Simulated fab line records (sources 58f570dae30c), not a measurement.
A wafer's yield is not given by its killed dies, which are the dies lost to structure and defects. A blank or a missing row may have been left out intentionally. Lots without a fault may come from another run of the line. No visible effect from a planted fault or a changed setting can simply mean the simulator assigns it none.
Check of tool commonality -- flow berkeley cmos170 -- 14 lots and 42 wafers in the sample

## THE REASON FOR OPENING IT
At UCB170_WELLDRIVE_THK_MEAS_02 the reading WELLDRIVE_OXIDE_THK is flagged on 2 of 14 lots. Wafers without a fault read 200 nm, standard deviation 3.9.
Rule: a lot gets a flag if all its wafers with a number sit over 4 standard deviations from that mean, or if no wafer of it has a number. The rest of the lots are taken to be sound.

lot,measured,on,"WELLDRIVE_OXIDE_THK (nm), wafer by wafer",flag
L644,day 3 16:04,film metro-03,198 201 199,
L645,day 4 10:25,film metro-04,200 197 200,
L646,day 4 10:25,film metro-03,199 204 202,
L647,day 4 22:11,film metro-01,201 205 203,
L653,day 5 21:52,film metro-04,152 153 156,FLAGGED
L652,day 5 21:53,film metro-03,153 152 155,FLAGGED
L657,day 6 19:25,film metro-01,195 194 197,
L658,day 7 02:22,film metro-01,199 201 200,
L659,day 7 02:22,film metro-04,195 193 194,
L664,day 8 00:14,film metro-03,196 199 199,
L663,day 8 00:16,film metro-01,192 194 194,
L665,day 8 17:47,film metro-04,197 202 198,
L666,day 8 17:47,film metro-03,193 197 196,
L667,day 8 17:47,film metro-01,200 202 203,
On average the flagged lots' numbers are 154 nm, which is -46 nm against the usual, or -12 standard deviations.

## WHICH TOOL EACH LOT WENT THROUGH
The record keeps 1 process step preceding the reading, out of 331 steps on the route. In each cell: the tool, then ch and the chambers that the sampled wafers went through, then the start.
lot,flag,UCB170_WELLDRIVE_OXIDATION_01
L644,,"furnace-02 ch 0, day 3 12:27"
L645,,"furnace-01 ch 0, day 4 06:55"
L646,,"furnace-01 ch 0, day 4 06:55"
L647,,"furnace-04 ch 0, day 4 18:41"
L653,FLAGGED,"furnace-01 ch 0, day 5 18:22"
L652,FLAGGED,"furnace-01 ch 0, day 5 18:22"
L657,,"furnace-04 ch 0, day 6 15:55"
L658,,"furnace-02 ch 0, day 6 22:52"
L659,,"furnace-02 ch 0, day 6 22:52"
L664,,"furnace-04 ch 0, day 7 20:44"
L663,,"furnace-04 ch 0, day 7 20:44"
L665,,"furnace-04 ch 0, day 8 14:16"
L666,,"furnace-04 ch 0, day 8 14:16"
L667,,"furnace-04 ch 0, day 8 14:16"
What the steps here do:
- UCB170_WELLDRIVE_OXIDATION_01: target thk 199 nm, ox time 9000 s.
- UCB170_WELLDRIVE_THK_MEAS_02

## FLAGGED AGAINST TOTAL, ONE TOOL AT A TIME (gauges that did the reading follow at the end)
step,tool,lots run,flagged,share of the flagged lots,sound lots run after its first flagged lot
UCB170_WELLDRIVE_OXIDATION_01,furnace-01,4,2,all,0
UCB170_WELLDRIVE_OXIDATION_01,furnace-02,3,0,none,-
UCB170_WELLDRIVE_OXIDATION_01,furnace-04,7,0,none,-
UCB170_WELLDRIVE_THK_MEAS_02,film metro-01,5,0,none,-
UCB170_WELLDRIVE_THK_MEAS_02,film metro-03,5,1,some,"2 (L664,L666)"
UCB170_WELLDRIVE_THK_MEAS_02,film metro-04,4,1,some,"2 (L659,L665)"

## WHAT THE TABLE ALLOWS
All flagged lots share 1 row of the table, namely furnace-01 at UCB170_WELLDRIVE_OXIDATION_01.
- furnace-01 at UCB170_WELLDRIVE_OXIDATION_01: 2 of its 4 lots flagged. A fault beginning between L645 (day 4 06:55), its last sound lot, and L652 (day 5 18:22), its first flagged one, fits the data.
What remains is a single tool, furnace-01 at UCB170_WELLDRIVE_OXIDATION_01.

## WHAT THE SIMULATOR PUT IN
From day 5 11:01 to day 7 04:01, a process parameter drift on furnace-01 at UCB170_WELLDRIVE_OXIDATION_01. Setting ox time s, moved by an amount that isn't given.
Lots struck among those shown: L653, L652. This agrees with what the rule above found.
